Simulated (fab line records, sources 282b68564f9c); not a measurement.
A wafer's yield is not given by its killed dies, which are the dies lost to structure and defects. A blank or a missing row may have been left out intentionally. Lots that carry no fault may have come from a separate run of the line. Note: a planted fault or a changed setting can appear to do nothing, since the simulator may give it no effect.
A struck lot beside a sound one / flow ritCmos / 22 steps out of a route of 202
Sound: the wafers L197.3, L197.5, L197.6. Wafers struck: L206.2, L206.3, L206.5. At the end, the cause is stated.
Each step with rows lists, per side, the tool, then ch with its chambers, then its first start. Under that, the readings that differ: sound wafers / struck wafers / difference of the means / sigmas: that difference in standard deviations of wafers without a fault.
alike: readings whose means differ by less than 2 such deviations, and words and numbers that are the same on both sides. not compared: withheld readings, readings that some wafer has no value for, bounds like >300 that may hide the same value, and numbers for which the record gives no deviation and whose values overlap.
The two part at a step that has a row with sigmas, a row that says differs or no value, or rows on one side only. Numbers that have no deviation but don't overlap get no sigmas and don't part them. A reading that every wafer of one side lacks parts them only if that side has two wafers or more.

first, 5 steps without rows for these wafers: RIT_GATE_WET_ETCH_00 (etches SiO2 in BOE, target depth 56 nm, time 60 s); RIT_GATE_CLEAN_01 (cleans in SC1, time 600 s); RIT_GATE_CLEAN_02 (cleans in dHF, time 30 s); RIT_GATE_CLEAN_03 (cleans in SC2, time 600 s); RIT_GATE_CLEAN_04 (cleans in dHF, time 60 s).
RIT_FOX2_THK_MEAS_91:
  struck on filmMetro-03, day 5 17:07; sound on filmMetro-01, day 3 18:29
  alike: FIELD_OXIDE_LEFT_2_THK
then, 2 steps without rows for these wafers: RIT_GATE_OXIDATION_05 (target thk 3 nm, ox time 270 s); RIT_GATE_ANNEAL_06 (time 600 s).
RIT_GATE_THK_MEAS_07:
  struck on filmMetro-02, day 5 18:29; sound on filmMetro-02, day 3 19:53
  alike: GATE_OXIDE_THK
then, 1 step without rows for these wafers: RIT_GATE_CVD_08 (deposits poly-Si from SiH4, target thk 250 nm, time 2220 s).
RIT_GATE_THK_MEAS_09:
  struck on filmMetro-03, day 5 20:10; sound on filmMetro-03, day 3 21:33
  alike: GATE_POLY_THK
then, 1 step without rows for these wafers: RIT_GATE_HMDS_10 (prime time 60 s).
RIT_GATE_COAT_11: resist thk 850 nm.
  sound on lithoTrack-02 ch 0, day 3 21:47; struck on lithoTrack-02 ch 0, day 5 20:23
reading=model.NOVOLAK_of_GATE_COAT_11.thkNm (nm); sound=851.2 849.6 853.7; struck=468.8 469.1 467.3; difference=-383.1; sigmas=
then, 4 steps without rows for these wafers: RIT_GATE_SOFTBAKE_12 (time 60 s); RIT_GATE_EXPOSE_13 (exposes mask M6, target cd 150 nm); RIT_GATE_PEB_14; RIT_GATE_DEVELOP_15 (develop time 50 s).
RIT_GATE_CD_MEAS_16 targets a cd of 150 nm.
  struck on cdSem-02, day 5 21:15; sound on cdSem-02, day 3 22:29
reading=cdNm (nm); sound=150.4 151.2 155.4; struck=73.6 74.1 74.1; difference=-78.4; sigmas=-34
RIT_GATE_OVL_MEAS_17:
  struck on overlay-01, day 5 21:22; sound on overlay-01, day 3 22:35
  alike: GATE_OVL
then, 1 step without rows for these wafers: RIT_GATE_HARDBAKE_18 (time 60 s).
RIT_GATE_ETCH_19: etches poly-Si in SF6/CHF3/O2, stops on SiO2, time 165 s, target depth 312.5 nm.
  sound on rieSi-01 ch 0,2,3, day 3 22:45; struck on rieSi-02 ch 0,1, day 5 21:32
reading=model.NOVOLAK_of_GATE_COAT_11.thkNm (nm); sound=667.8 670.6 676; struck=335.4 338.2 334.8; difference=-335.3; sigmas=
reading=model.GATE.cdNm (nm); sound=150.4 151.3 155.4; struck=73.85 73.98 74.27; difference=-78.33; sigmas=
  alike: drypumpMotorCurrentA, oesProductAu, throttleValvePct
  not compared: rfHoursCounterH
RIT_GATE_STRIP_20: strips in O2, time 180 s.
  sound on plasmaAsher-04 ch 0,1, day 3 22:55; struck on plasmaAsher-04 ch 0,1, day 5 21:39
  alike: drypumpMotorCurrentA
  not compared: rfHoursCounterH

WHERE THEY PART
Within this record, at RIT_GATE_CD_MEAS_16 only. Later steps at which nothing parts them and some readings are alike: RIT_GATE_OVL_MEAS_17, RIT_GATE_ETCH_19, RIT_GATE_STRIP_20.

WHY: whatever the simulator had introduced
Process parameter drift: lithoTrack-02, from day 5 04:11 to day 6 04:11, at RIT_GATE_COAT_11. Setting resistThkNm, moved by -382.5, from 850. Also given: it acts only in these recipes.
